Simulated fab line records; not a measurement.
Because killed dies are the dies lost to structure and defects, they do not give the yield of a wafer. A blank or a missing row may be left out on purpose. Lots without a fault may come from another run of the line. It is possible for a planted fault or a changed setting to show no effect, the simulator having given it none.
Which tool did it?    flow rit-cmos    Sampling: 14 lots, 42 wafers, 3 of 202 route steps

## WHAT THE GAUGES SHOWED, per wafer
RIT_SILICIDE_RS_MEAS_02: measurement is done with a four-point probe.
lot   measured     on             SILICIDE_TI_RS (ohm/sq)
L954  day 3 08:47  film-metro-03  47.4 48.0 47.4
L955  day 3 11:19  film-metro-03  47.1 48.3 47.6
L957  day 3 19:55  film-metro-03  48.1 48.1 49.2
L960  day 4 08:02  film-metro-02  49.9 49.6 48.1
L962  day 4 21:13  film-metro-02  47.9 47.0 46.7
L965  day 5 10:38  film-metro-02  47.6 47.6 46.8
L966  day 5 13:47  film-metro-02  48.4 47.5 48.9
L967  day 5 20:24  film-metro-03  47.2 47.0 46.7
L968  day 6 00:13  film-metro-04  49.2 47.7 48.1
L969  day 6 10:07  film-metro-02  48.1 47.5 47.1
L970  day 6 18:29  film-metro-02  48.2 47.5 47.7
L971  day 6 19:58  film-metro-02  - - -
L972  day 7 06:37  film-metro-03  - - -
L977  day 8 07:57  film-metro-02  47.6 48.1 47.1

RIT_SILICIDE_THK_MEAS_03: measures by xrf.
lot   measured     on             SILICIDE_TI_THK (nm)
L954  day 3 08:54  film-metro-03  30.8 30.5 30.9
L955  day 3 11:26  film-metro-03  30.8 30.4 30.6
L957  day 3 20:02  film-metro-03  30.4 30.3 30.0
L960  day 4 08:09  film-metro-02  29.5 29.8 30.6
L962  day 4 21:20  film-metro-02  30.7 31.1 31.3
L965  day 5 10:45  film-metro-02  30.5 30.7 30.9
L966  day 5 13:54  film-metro-02  30.1 30.6 29.9
L967  day 5 20:31  film-metro-03  31.0 31.1 31.3
L968  day 6 00:19  film-metro-04  29.7 30.3 30.3
L969  day 6 10:14  film-metro-02  30.4 30.6 30.8
L970  day 6 18:36  film-metro-02  30.3 30.8 30.5
L971  day 6 20:05  film-metro-02  <0.0 <0.0 <0.0
L972  day 7 06:44  film-metro-03  <0.0 <0.0 <0.0
L977  day 8 08:04  film-metro-02  30.6 30.5 31.0

## WHAT TOOL EACH LOT RAN ON (gives the tool, then ch and the chambers of the sampled wafers, and finally the start)
lot   RIT_SILICIDE_SPUTTER_01
L954  pvd-sputter-02, day 3 08:37
L955  pvd-sputter-03, day 3 11:10
L957  pvd-sputter-02, day 3 19:45
L960  pvd-sputter-04, day 4 07:53
L962  pvd-sputter-03, day 4 21:04
L965  pvd-sputter-03, day 5 10:28
L966  pvd-sputter-04, day 5 13:37
L967  pvd-sputter-03, day 5 20:15
L968  pvd-sputter-04, day 6 00:02
L969  pvd-sputter-03, day 6 09:58
L970  pvd-sputter-04, day 6 18:20
L971  pvd-sputter-02, day 6 19:49
L972  pvd-sputter-04, day 7 06:28
L977  pvd-sputter-03, day 8 07:48
- RIT_SILICIDE_SPUTTER_01: material Ti, target thk 30 nm, time 240 s.

## WHAT THE TOOLS THEMSELVES READ (means of the sampled wafers that have a number; where no wafer has one, the mark that the record gives instead)
RIT_SILICIDE_SPUTTER_01.
lot   tool            cathode-dc-power-W (W)  chamber-pressure-pa (Pa)  throttle-valve-pct (%)
L954  pvd-sputter-02  349.96                  0.6665                    30.7
L955  pvd-sputter-03  349.96                  0.6677                    31.5
L957  pvd-sputter-02  349.96                  0.6666                    30.4
L960  pvd-sputter-04  350.04                  0.6671                    30.3
L962  pvd-sputter-03  350.08                  0.6654                    31.6
L965  pvd-sputter-03  349.99                  0.6662                    30.5
L966  pvd-sputter-04  349.97                  0.6668                    30.4
L967  pvd-sputter-03  350.00                  0.6672                    31.3
L968  pvd-sputter-04  350.05                  0.6663                    30.7
L969  pvd-sputter-03  349.99                  0.6671                    31.5
L970  pvd-sputter-04  350.05                  0.6679                    30.4
L971  pvd-sputter-02  -                       -                         -
L972  pvd-sputter-04  -                       -                         -
L977  pvd-sputter-03  350.03                  0.6671                    31.4

## THE ANSWER, worked out from the rows above alone
Rule: the usual values come from the lots themselves. Put in order of their means at a reading, lots are off if they are a third of the lots or fewer, leave a main group of 4 or more, and stand apart from it by a gap of 3 or more times the standard deviation of the main group's means; of several such gaps the widest counts. A main group whose means are all the same, to the digits that the tables above print for the reading, isn't used. A lot without any number at a reading at which 4 lots or more have one is off too. Any other lot the step has rows for is counted as sound. After the gauges, taken in route order, come the tools' own readings; for these a lot's mean is taken, as printed above. The first step at which some lot is off is used, and at that step the reading that is off furthest; a lot without a number counts as furthest.
Off: L971, L972, at RIT_SILICIDE_RS_MEAS_02 (SILICIDE_TI_RS). Without a number there: L971, L972. The main group has a mean of 47.8 ohm/sq with a standard deviation of 0.6.
A tool fits if, at a process step before that reading, it ran every lot that is off, and no sound lot after the first of them. The gauges at RIT_SILICIDE_RS_MEAS_02 aren't tried: what is off there is off at RIT_SILICIDE_SPUTTER_01 too, on other tools, and a gauge's error can't cause that. No candidate that was tried fits.

## WHAT THE SIMULATOR HAD INSERTED
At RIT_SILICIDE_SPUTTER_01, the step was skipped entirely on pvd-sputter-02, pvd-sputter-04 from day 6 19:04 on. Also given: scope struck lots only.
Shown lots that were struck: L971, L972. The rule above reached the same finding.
